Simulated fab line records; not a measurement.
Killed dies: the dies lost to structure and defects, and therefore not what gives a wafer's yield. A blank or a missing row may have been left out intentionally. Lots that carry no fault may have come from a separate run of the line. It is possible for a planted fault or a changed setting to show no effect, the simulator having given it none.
Which tool is to blame?	flow berkeley cmos170	13 lots with 39 wafers sampled at 6 steps, on a route of 331 steps

== WHAT THE GAUGES SHOWED, per wafer ==
UCB170_ACTIVE_OVL_MEAS_14.
lot	measured	on	ACTIVE_OVL (nm)
L319	day 5 12:12	overlay-01	1 -2 -1
L318	day 5 12:19	overlay-02	8 8 3
L320	day 5 20:43	overlay-02	-6 -2 -2
L321	day 5 21:33	overlay-01	-10 -8 3
L322	day 5 21:40	overlay-02	-3 -5 -2
L324	day 6 18:40	overlay-01	-6 -6 -8
L331	day 7 09:31	overlay-01	3 -2 -2
L334	day 8 02:54	overlay-02	2 8 8
L336	day 8 14:38	overlay-01	6 12 8
L337	day 9 02:45	overlay-02	-5 -7 -2
L338	day 9 10:33	overlay-02	0 2 4
L340	day 9 15:45	overlay-01	14 18 13
L339	day 9 16:02	overlay-02	-4 -3 -5

UCB170_NVT_OVL_MEAS_06.
lot	measured	on	NVT_OVL (nm)
L319	day 7 03:10	overlay-01	6 3 9
L318	day 7 03:31	overlay-01	1 -2 0
L320	day 7 10:35	overlay-01	7 12 12
L321	day 7 10:19	overlay-01	-3 0 -8
L322	day 7 10:52	overlay-02	-7 -15 -7
L324	day 8 06:06	overlay-02	5 3 0
L331	day 9 05:02	overlay-02	1 2 4
L334	day 9 20:27	overlay-02	0 2 -1
L336	day 10 07:20	overlay-01	-1 2 -2
L337	day 10 18:43	overlay-02	3 2 -1
L338	day 11 05:35	overlay-01	-2 -4 1
L340	day 11 05:49	overlay-02	4 8 -6
L339	day 11 05:20	overlay-02	7 5 0

UCB170_NSD_TW_MEAS_10.
lot	measured	on	NSD_TW
L319	day 8 10:24	film metro-02	4167 4163 4170
L318	day 8 10:47	film metro-03	4126 4131 4142
L320	day 8 19:30	film metro-03	4107 4125 4138
L321	day 8 19:38	film metro-04	4248 4262 4258
L322	day 8 19:17	film metro-02	4171 4187 4159
L324	day 9 19:46	film metro-04	30 30 30
L331	day 10 14:36	film metro-04	4249 4257 4203
L334	day 11 13:05	film metro-03	4155 4154 4160
L336	day 11 22:21	film metro-04	4240 4252 4249
L337	day 12 05:19	film metro-03	4121 4132 4139
L338	day 12 16:01	film metro-02	4200 4186 4167
L340	day 12 15:20	film metro-03	4132 4133 4136
L339	day 12 15:44	film metro-04	4253 4266 4251

== WHICH TOOL RAN EACH LOT (tool, then ch and the chambers of the sampled wafers, then the start) ==
lot	UCB170_NLDD_STRIP_10	UCB170_PSD_STRIP_09	UCB170_NSD_STRIP_09
L319	plasma asher-01 ch 1, day 8 00:02	plasma asher-03 ch 0,1, day 8 07:33	plasma asher-04 ch 0,1, day 8 10:17
L318	plasma asher-02 ch 0,1, day 7 23:35	plasma asher-02 ch 0,1, day 8 07:16	plasma asher-03 ch 0,1, day 8 10:40
L320	plasma asher-01 ch 0,1, day 8 09:43	plasma asher-03 ch 0,1, day 8 17:35	plasma asher-04 ch 0,1, day 8 19:24
L321	plasma asher-03 ch 0,1, day 8 09:59	plasma asher-02 ch 0,1, day 8 17:48	plasma asher-03 ch 0,1, day 8 19:31
L322	plasma asher-03 ch 0,1, day 8 09:19	plasma asher-04 ch 0,1, day 8 17:18	plasma asher-01 ch 0,1, day 8 19:10
L324	plasma asher-01 ch 0,1, day 9 10:26	plasma asher-04 ch 1, day 9 16:53	plasma asher-01 ch 0,1, day 9 19:40
L331	plasma asher-01 ch 0,1, day 10 02:58	plasma asher-02 ch 1, day 10 12:19	plasma asher-01 ch 0,1, day 10 14:30
L334	plasma asher-01 ch 0,1, day 11 00:10	plasma asher-03 ch 0,1, day 11 10:01	plasma asher-04 ch 0,1, day 11 13:00
L336	plasma asher-02 ch 0,1, day 11 11:13	plasma asher-04 ch 0,1, day 11 20:04	plasma asher-01 ch 0,1, day 11 22:14
L337	plasma asher-02 ch 0,1, day 11 18:18	plasma asher-03 ch 0,1, day 12 03:17	plasma asher-01 ch 0,1, day 12 05:14
L338	plasma asher-02 ch 0,1, day 12 04:42	plasma asher-04 ch 0,1, day 12 14:18	plasma asher-03 ch 0,1, day 12 15:55
L340	plasma asher-01 ch 0,1, day 12 04:22	plasma asher-03 ch 0,1, day 12 13:29	plasma asher-01 ch 0,1, day 12 15:13
L339	plasma asher-03 ch 0,1, day 12 04:25	plasma asher-02 ch 0,1, day 12 13:46	plasma asher-04 ch 0,1, day 12 15:38
- UCB170_NLDD_STRIP_10: strips in O2.
- UCB170_PSD_STRIP_09: strips in O2.
- UCB170_NSD_STRIP_09: strips in O2.

== WHAT THE TOOLS THEMSELVES READ (means of the sampled wafers that have a number; where no wafer has one, the mark that the record gives instead) ==
UCB170_NLDD_STRIP_10.
lot	tool	chamber pressure mTorr (mTorr)	drypump motor current A (A)	oes product au (a.u.)	strip time to endpoint s (s)
L319	plasma asher-01	3500	6.4	0.735	21.63
L318	plasma asher-02	3497	6.3	0.734	21.55
L320	plasma asher-01	3500	6.0	0.735	21.58
L321	plasma asher-03	3497	5.3	0.736	21.58
L322	plasma asher-03	3497	5.3	0.740	21.57
L324	plasma asher-01	3498	6.0	0.732	21.67
L331	plasma asher-01	3501	5.7	0.735	21.69
L334	plasma asher-01	3500	5.7	0.736	21.58
L336	plasma asher-02	3498	6.0	0.733	21.56
L337	plasma asher-02	3499	6.0	0.735	21.61
L338	plasma asher-02	3499	6.0	0.735	21.62
L340	plasma asher-01	3502	5.7	0.734	21.63
L339	plasma asher-03	3498	5.3	0.736	21.65

UCB170_PSD_STRIP_09.
lot	tool	chamber pressure mTorr (mTorr)	drypump motor current A (A)	oes product au (a.u.)	strip time to endpoint s (s)
L319	plasma asher-03	3499.6	5.3	0.598	29.46
L318	plasma asher-02	3498.7	6.2	0.600	29.36
L320	plasma asher-03	3501.5	5.6	0.602	29.43
L321	plasma asher-02	3500.1	6.2	0.603	29.39
L322	plasma asher-04	3502.0	5.7	0.597	29.44
L324	plasma asher-04	3498.2	5.7	0.442	-
L331	plasma asher-02	3500.7	5.8	0.598	29.54
L334	plasma asher-03	3499.8	5.3	0.604	29.45
L336	plasma asher-04	3500.9	5.7	0.603	29.45
L337	plasma asher-03	3497.6	5.3	0.603	29.37
L338	plasma asher-04	3499.6	5.7	0.602	29.38
L340	plasma asher-03	3500.5	5.6	0.599	29.39
L339	plasma asher-02	3497.6	6.0	0.599	29.41

UCB170_NSD_STRIP_09.
lot	tool	chamber pressure mTorr (mTorr)	drypump motor current A (A)	oes product au (a.u.)	strip time to endpoint s (s)
L319	plasma asher-04	3498.0	5.7	0.532	35.80
L318	plasma asher-03	3500.1	5.3	0.538	35.84
L320	plasma asher-04	3499.6	5.8	0.536	35.79
L321	plasma asher-03	3502.9	5.6	0.536	35.79
L322	plasma asher-01	3499.7	5.7	0.539	35.83
L324	plasma asher-01	3498.4	5.7	0.606	56.30
L331	plasma asher-01	3499.9	6.0	0.536	35.81
L334	plasma asher-04	3499.7	5.7	0.533	35.87
L336	plasma asher-01	3498.5	6.0	0.530	35.83
L337	plasma asher-01	3501.4	6.0	0.536	35.90
L338	plasma asher-03	3501.5	5.6	0.536	35.82
L340	plasma asher-01	3498.0	5.7	0.537	35.71
L339	plasma asher-04	3500.7	5.7	0.535	35.94

== THE ANSWER, worked out from the rows above alone ==
Rule: usual is defined by the lots themselves. Put in order of their means at a reading, lots are off if they are a third of the lots or fewer, leave a main group of 4 or more, and stand apart from it by a gap of 3 or more times the standard deviation of the main group's means; of several such gaps the widest counts. A main group is skipped when, at the precision printed for the reading in the tables above, its means are all equal. Also off: a lot with no number at a reading for which 4 or more lots have one. Where the step has rows for the other lots, those lots are counted as sound. First the gauges in route order, then the tools' own readings, where a lot's mean is used as printed above. At the first step where some lot is off, the reading lying furthest off is the one used; lots without a number count as furthest.
Off: L324, at UCB170_NSD_TW_MEAS_10 (NSD_TW). The main group has a mean of 4183 with a standard deviation of 50.
A tool fits if, at a process step before that reading, it ran every lot that is off, and no sound lot after the first of them. The gauges at UCB170_NSD_TW_MEAS_10 aren't tried: what is off there is off at UCB170_PSD_STRIP_09 too, on other tools, and a gauge's error can't cause that. None of those tried fits.

== WHAT HAD BEEN PUT IN BY THE SIMULATOR ==
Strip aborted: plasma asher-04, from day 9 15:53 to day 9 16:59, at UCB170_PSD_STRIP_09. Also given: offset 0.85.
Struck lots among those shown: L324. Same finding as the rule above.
